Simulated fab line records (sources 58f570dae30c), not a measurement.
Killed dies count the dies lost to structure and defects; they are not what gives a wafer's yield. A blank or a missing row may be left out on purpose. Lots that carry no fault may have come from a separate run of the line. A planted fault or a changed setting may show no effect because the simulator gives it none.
Which tool did it? + flow berkeleyCmos170 + 15 lots, 45 wafers sampled, at 5 steps of a route of 331

== WHAT THE GAUGES SHOWED, per wafer ==
UCB170_START_THK_MEAS_03.
| lot  | measured    | on           | START_OXIDE_THK (nm) |
|------|-------------|--------------|----------------------|
| L348 | day 1 11:55 | filmMetro-01 | 20.2 20.3 20.3       |
| L349 | day 1 20:47 | filmMetro-01 | 19.9 19.7 19.8       |
| L350 | day 2 00:47 | filmMetro-02 | 19.6 19.7 19.9       |
| L351 | day 2 06:25 | filmMetro-04 | 20.0 20.3 20.2       |
| L353 | day 2 13:29 | filmMetro-04 | 19.1 19.2 19.3       |
| L354 | day 2 21:04 | filmMetro-01 | 19.9 19.8 19.9       |
| L355 | day 3 01:44 | filmMetro-04 | 19.2 19.2 19.4       |
| L356 | day 3 06:15 | filmMetro-04 | 19.1 19.3 19.0       |
| L360 | day 4 03:38 | filmMetro-04 | 19.7 19.6 19.7       |
| L361 | day 4 08:52 | filmMetro-04 | 19.8 19.8 19.8       |
| L365 | day 5 04:20 | filmMetro-02 | 20.0 20.3 20.2       |
| L366 | day 5 10:50 | filmMetro-04 | 19.5 19.2 19.5       |
| L368 | day 5 19:20 | filmMetro-01 | 20.4 20.3 20.2       |
| L369 | day 5 23:19 | filmMetro-02 | 20.6 20.5 20.3       |
| L370 | day 6 06:07 | filmMetro-04 | 19.8 19.8 19.8       |

UCB170_PFIELD_OVL_MEAS_06.
| lot  | measured     | on         | PFIELD_OVL (nm) |
|------|--------------|------------|-----------------|
| L348 | day 4 11:32  | overlay-02 | -12 -2 -2       |
| L349 | day 5 06:50  | overlay-02 | -2 -1 -6        |
| L350 | day 5 06:35  | overlay-02 | 0 -2 -3         |
| L351 | day 5 11:19  | overlay-02 | 4 -2 2          |
| L353 | day 5 18:47  | overlay-01 | 4 15 5          |
| L354 | day 6 02:16  | overlay-01 | -1 -1 4         |
| L355 | day 6 05:16  | overlay-02 | 0 -6 -1         |
| L356 | day 6 13:07  | overlay-01 | 13 15 14        |
| L360 | day 7 10:30  | overlay-02 | -9 -9 -10       |
| L361 | day 7 10:14  | overlay-01 | -7 -12 -2       |
| L365 | day 8 07:29  | overlay-01 | 1 -4 -4         |
| L366 | day 8 12:53  | overlay-01 | -7 -5 -9        |
| L368 | day 9 03:15  | overlay-01 | 90 91 87        |
| L369 | day 9 08:10  | overlay-01 | 88 81 86        |
| L370 | day 10 01:34 | overlay-02 | 94 94 93        |

UCB170_NSD_CD_MEAS_06: the cd target is 1200 nm.
| lot  | measured     | on       | cdNm (nm)            |
|------|--------------|----------|----------------------|
| L348 | day 7 02:02  | cdSem-02 | 1199.8 1199.5 1199.5 |
| L349 | day 8 02:21  | cdSem-01 | 1199.8 1199.6 1200.9 |
| L350 | day 8 01:44  | cdSem-02 | 1199.4 1200.6 1201.0 |
| L351 | day 8 02:08  | cdSem-02 | 1200.4 1200.4 1201.5 |
| L353 | day 8 09:10  | cdSem-01 | 1199.0 1200.8 1199.7 |
| L354 | day 8 22:17  | cdSem-02 | 1196.1 1197.4 1196.5 |
| L355 | day 8 22:25  | cdSem-01 | 1200.0 1199.7 1199.2 |
| L356 | day 9 20:13  | cdSem-01 | 1199.1 1200.2 1197.9 |
| L360 | day 10 12:12 | cdSem-01 | 1201.3 1202.5 1203.1 |
| L361 | day 10 11:37 | cdSem-01 | 1199.1 1199.5 1199.6 |
| L365 | day 11 05:38 | cdSem-01 | 1197.4 1197.5 1197.2 |
| L366 | day 11 05:46 | cdSem-02 | 1201.3 1199.8 1200.7 |
| L368 | day 11 16:16 | cdSem-01 | 1201.1 1202.2 1201.9 |
| L369 | day 11 16:28 | cdSem-01 | 1199.1 1200.6 1199.4 |
| L370 | day 12 10:05 | cdSem-02 | 1200.5 1200.4 1199.2 |

== TOOL THAT RAN EACH LOT (tool first, then ch and the chambers of the sampled wafers, then the start) ==
| lot  | UCB170_PFIELD_EXPOSE_03          | UCB170_NLDD_STRIP_10                |
|------|----------------------------------|-------------------------------------|
| L348 | krfScanner-02 ch 0, day 4 11:10  | plasmaAsher-04 ch 0,1, day 6 17:44  |
| L349 | krfScanner-01 ch 0, day 5 06:27  | plasmaAsher-01 ch 0,1, day 7 16:20  |
| L350 | krfScanner-01 ch 0, day 5 06:12  | plasmaAsher-02 ch 0,1, day 7 15:58  |
| L351 | krfScanner-01 ch 0, day 5 10:58  | plasmaAsher-04 ch 0,1, day 7 16:15  |
| L353 | krfScanner-01 ch 0, day 5 18:04  | plasmaAsher-04 ch 0,1, day 8 00:13  |
| L354 | krfScanner-02 ch 0, day 6 01:52  | plasmaAsher-01 ch 0,1, day 8 12:03  |
| L355 | krfScanner-01 ch 0, day 6 04:45  | plasmaAsher-04 ch 0,1, day 8 11:56  |
| L356 | krfScanner-02 ch 0, day 6 12:13  | plasmaAsher-02 ch 0,1, day 9 06:48  |
| L360 | krfScanner-02 ch 0, day 7 09:45  | plasmaAsher-01 ch 0,1, day 10 04:38 |
| L361 | krfScanner-02 ch 0, day 7 09:37  | plasmaAsher-01 ch 0,1, day 10 04:41 |
| L365 | krfScanner-02 ch 0, day 8 07:07  | plasmaAsher-02 ch 0,1, day 10 19:13 |
| L366 | krfScanner-02 ch 0, day 8 12:29  | plasmaAsher-04 ch 0,1, day 10 18:40 |
| L368 | krfScanner-01 ch 0, day 9 02:20  | plasmaAsher-01 ch 0,1, day 11 07:23 |
| L369 | krfScanner-01 ch 0, day 9 07:46  | plasmaAsher-04 ch 0,1, day 11 08:13 |
| L370 | krfScanner-01 ch 0, day 10 00:10 | plasmaAsher-02 ch 0,1, day 12 00:11 |
- UCB170_PFIELD_EXPOSE_03: exposes mask PFIELD, target cd 1500 nm.
- UCB170_NLDD_STRIP_10: strips in O2.

== WHAT THE TOOLS THEMSELVES READ (means of the sampled wafers that have a number; where no wafer has one, the mark that the record gives instead) ==
UCB170_NLDD_STRIP_10.
| lot  | tool           | drypumpMotorCurrentA (A) | oesProductAu (a.u.) | stripTimeToEndpointS (s) |
|------|----------------|--------------------------|---------------------|--------------------------|
| L348 | plasmaAsher-04 | 5.1                      | 0.738               | 21.59                    |
| L349 | plasmaAsher-01 | 5.5                      | 0.733               | 21.67                    |
| L350 | plasmaAsher-02 | 5.5                      | 0.732               | 21.63                    |
| L351 | plasmaAsher-04 | 5.0                      | 0.738               | 21.47                    |
| L353 | plasmaAsher-04 | 5.4                      | 0.739               | 21.66                    |
| L354 | plasmaAsher-01 | 5.5                      | 0.732               | 21.61                    |
| L355 | plasmaAsher-04 | 5.0                      | 0.733               | 21.62                    |
| L356 | plasmaAsher-02 | 5.5                      | 0.735               | 21.63                    |
| L360 | plasmaAsher-01 | 5.5                      | 0.734               | 21.69                    |
| L361 | plasmaAsher-01 | 5.5                      | 0.736               | 21.63                    |
| L365 | plasmaAsher-02 | 5.5                      | 0.732               | 21.71                    |
| L366 | plasmaAsher-04 | 5.4                      | 0.732               | 21.59                    |
| L368 | plasmaAsher-01 | 5.5                      | 0.733               | 21.65                    |
| L369 | plasmaAsher-04 | 5.0                      | 0.733               | 21.57                    |
| L370 | plasmaAsher-02 | 5.3                      | 0.735               | 21.67                    |

== THE ANSWER, worked out from the rows above alone ==
Rule: the usual values come from the lots themselves. Put in order of their means at a reading, lots are off if they are a third of the lots or fewer, leave a main group of 4 or more, and stand apart from it by a gap of 3 or more times the standard deviation of the main group's means; of several such gaps the widest counts. If all means in a main group match to the digits the tables above print for the reading, that group is not used. A lot without any number at a reading at which 4 lots or more have one is off too. Any other lot the step has rows for is counted as sound. After the gauges, taken in route order, come the tools' own readings; for these a lot's mean is taken, as printed above. At the first step where some lot is off, the reading lying furthest off is the one used; lots without a number count as furthest.
Off: L368, L369, L370, seen at UCB170_PFIELD_OVL_MEAS_06 (PFIELD_OVL). For the main group the mean is -1 nm and the standard deviation 6.3.
A tool fits if, at a process step before that reading, it ran every lot that is off, and no sound lot after the first of them. The gauges at UCB170_PFIELD_OVL_MEAS_06 are tried like those tools. One fits: krfScanner-01 at UCB170_PFIELD_EXPOSE_03. A fault onset in the window from L355 (day 6 04:45, its last sound lot) to L368 (day 9 02:20, its first lot off) fits.

== WHAT WAS PUT IN BY THE SIMULATOR ==
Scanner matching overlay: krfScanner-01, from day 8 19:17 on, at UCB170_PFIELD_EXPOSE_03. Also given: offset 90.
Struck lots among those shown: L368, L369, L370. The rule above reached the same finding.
